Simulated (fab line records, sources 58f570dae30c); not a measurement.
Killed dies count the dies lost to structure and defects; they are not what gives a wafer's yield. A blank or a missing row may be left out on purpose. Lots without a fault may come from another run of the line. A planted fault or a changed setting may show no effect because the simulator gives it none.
Lot-split experiment || flow berkeley_cmos170 || 23 wafers read across 5 lots, on a route 331 steps long

## THE SPLIT ITSELF
At UCB170_NLDD_PEB_04, the setting peb_temp_c was moved away from the recipe's 130 C on 5 of the 23 wafers read, by +2.0% to +2.8%. All remaining wafers had this setting at the recipe value.

## THE PATH FROM SPLIT TO READING: the file shows 1 step between them
- UCB170_NLDD_DEVELOP_05: develop time 45 s

## THE READING
At UCB170_NLDD_CD_MEAS_06: cd_nm in nanometres, against a target cd of 1200 nm. A value of 1199.4 nm with a standard deviation of 1.4 nm is what fault-free wafers of this fab line usually give.

{"wafer": "L076.1", "tool, chamber at the split": "litho_track-02, 0", "peb_temp_c as run, C": 130, "against the recipe": "recipe", "cd_nm, nm": 1199.2, "against lot-mates on the recipe": "-"}
{"wafer": "L076.2", "tool, chamber at the split": "litho_track-02, 0", "peb_temp_c as run, C": 130, "against the recipe": "recipe", "cd_nm, nm": 1198.5, "against lot-mates on the recipe": "-"}
{"wafer": "L076.3", "tool, chamber at the split": "litho_track-02, 0", "peb_temp_c as run, C": 130, "against the recipe": "recipe", "cd_nm, nm": 1199.7, "against lot-mates on the recipe": "-"}
{"wafer": "L076.5", "tool, chamber at the split": "litho_track-02, 0", "peb_temp_c as run, C": 130, "against the recipe": "recipe", "cd_nm, nm": 1198.0, "against lot-mates on the recipe": "-"}
{"wafer": "L076.6", "tool, chamber at the split": "litho_track-02, 0", "peb_temp_c as run, C": 130, "against the recipe": "recipe", "cd_nm, nm": 1199.1, "against lot-mates on the recipe": "-"}
{"wafer": "L081.1", "tool, chamber at the split": "litho_track-04, 0", "peb_temp_c as run, C": 130, "against the recipe": "recipe", "cd_nm, nm": 1200.3, "against lot-mates on the recipe": "-"}
{"wafer": "L081.4", "tool, chamber at the split": "litho_track-04, 0", "peb_temp_c as run, C": 130, "against the recipe": "recipe", "cd_nm, nm": 1200.0, "against lot-mates on the recipe": "-"}
{"wafer": "L081.5", "tool, chamber at the split": "litho_track-04, 0", "peb_temp_c as run, C": 130, "against the recipe": "recipe", "cd_nm, nm": 1197.5, "against lot-mates on the recipe": "-"}
{"wafer": "L079.1", "tool, chamber at the split": "litho_track-01, 0", "peb_temp_c as run, C": 133.7, "against the recipe": "+2.8%", "cd_nm, nm": 1222.5, "against lot-mates on the recipe": "+21.1"}
{"wafer": "L079.2", "tool, chamber at the split": "litho_track-01, 0", "peb_temp_c as run, C": 133.7, "against the recipe": "+2.8%", "cd_nm, nm": 1221.7, "against lot-mates on the recipe": "+20.3"}
{"wafer": "L079.3", "tool, chamber at the split": "litho_track-01, 0", "peb_temp_c as run, C": 133.7, "against the recipe": "+2.8%", "cd_nm, nm": 1221.9, "against lot-mates on the recipe": "+20.5"}
{"wafer": "L079.4", "tool, chamber at the split": "litho_track-01, 0", "peb_temp_c as run, C": 130, "against the recipe": "recipe", "cd_nm, nm": 1201.7, "against lot-mates on the recipe": "-"}
{"wafer": "L079.6", "tool, chamber at the split": "litho_track-01, 0", "peb_temp_c as run, C": 130, "against the recipe": "recipe", "cd_nm, nm": 1201.1, "against lot-mates on the recipe": "-"}
{"wafer": "L080.1", "tool, chamber at the split": "litho_track-01, 0", "peb_temp_c as run, C": 130, "against the recipe": "recipe", "cd_nm, nm": 1202.2, "against lot-mates on the recipe": "-"}
{"wafer": "L080.2", "tool, chamber at the split": "litho_track-01, 0", "peb_temp_c as run, C": 130, "against the recipe": "recipe", "cd_nm, nm": 1200.5, "against lot-mates on the recipe": "-"}
{"wafer": "L080.4", "tool, chamber at the split": "litho_track-01, 0", "peb_temp_c as run, C": 130, "against the recipe": "recipe", "cd_nm, nm": 1202.1, "against lot-mates on the recipe": "-"}
{"wafer": "L080.5", "tool, chamber at the split": "litho_track-01, 0", "peb_temp_c as run, C": 132.6, "against the recipe": "+2.0%", "cd_nm, nm": 1216.4, "against lot-mates on the recipe": "+14.8"}
{"wafer": "L080.6", "tool, chamber at the split": "litho_track-01, 0", "peb_temp_c as run, C": 132.6, "against the recipe": "+2.0%", "cd_nm, nm": 1215.1, "against lot-mates on the recipe": "+13.5"}
{"wafer": "L082.1", "tool, chamber at the split": "litho_track-02, 0", "peb_temp_c as run, C": 130, "against the recipe": "recipe", "cd_nm, nm": 1200.6, "against lot-mates on the recipe": "-"}
{"wafer": "L082.2", "tool, chamber at the split": "litho_track-02, 0", "peb_temp_c as run, C": 130, "against the recipe": "recipe", "cd_nm, nm": 1200.7, "against lot-mates on the recipe": "-"}
{"wafer": "L082.3", "tool, chamber at the split": "litho_track-02, 0", "peb_temp_c as run, C": 130, "against the recipe": "recipe", "cd_nm, nm": 1201.1, "against lot-mates on the recipe": "-"}
{"wafer": "L082.4", "tool, chamber at the split": "litho_track-02, 0", "peb_temp_c as run, C": 130, "against the recipe": "recipe", "cd_nm, nm": 1199.8, "against lot-mates on the recipe": "-"}
{"wafer": "L082.6", "tool, chamber at the split": "litho_track-02, 0", "peb_temp_c as run, C": 130, "against the recipe": "recipe", "cd_nm, nm": 1201.0, "against lot-mates on the recipe": "-"}

FIT RESULTS
A straight line over all 23 wafers: cd_nm changes by +7.71 nm for each +1% of peb_temp_c; r = +0.99; the points scatter about the line by 1.2 nm.
The same after taking each lot's own level away (the mean of its wafers on the recipe; 23 wafers): +7.21 nm for each +1%; r = +1.00; scatter 0.72 nm.
The reading moves by 21 nm for the largest change in peb_temp_c, on that fit.
Across the lots, their own levels run from 1198.90 to 1201.60 nm, a range of 1.9 times the standard deviation given above.
The two slopes are in agreement: the lot-to-lot level therefore moves the slope only a little.
Check: for one of the wafers moved furthest among these (+2.8%), held out of the fit, the line's prediction against its lot-mates is +20.3 nm. Against them it came out at +21.1 nm.

## OTHER SPLITS ON THESE WAFERS
Other splits were also applied to these wafers ahead of the reading. Each is held against what the fit with the lots' levels taken away leaves over:
{"other split on the same wafers": "UCB170_PVT_IMPLANT_07 dose_cm2", "wafers away from the commonest value": 10, "r with cd_nm (lot level and that fit taken away)": "+0.00"}
{"other split on the same wafers": "UCB170_GATE_PEB_10 peb_temp_c", "wafers away from the commonest value": 10, "r with cd_nm (lot level and that fit taken away)": -0.14}
{"other split on the same wafers": "UCB170_PLDD_COAT_01 resist_thk_nm", "wafers away from the commonest value": 7, "r with cd_nm (lot level and that fit taken away)": "+0.19"}

## THE FILE'S OWN FIT
cd_nm changes by +7.19 nm for each +1% of peb_temp_c, r = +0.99.
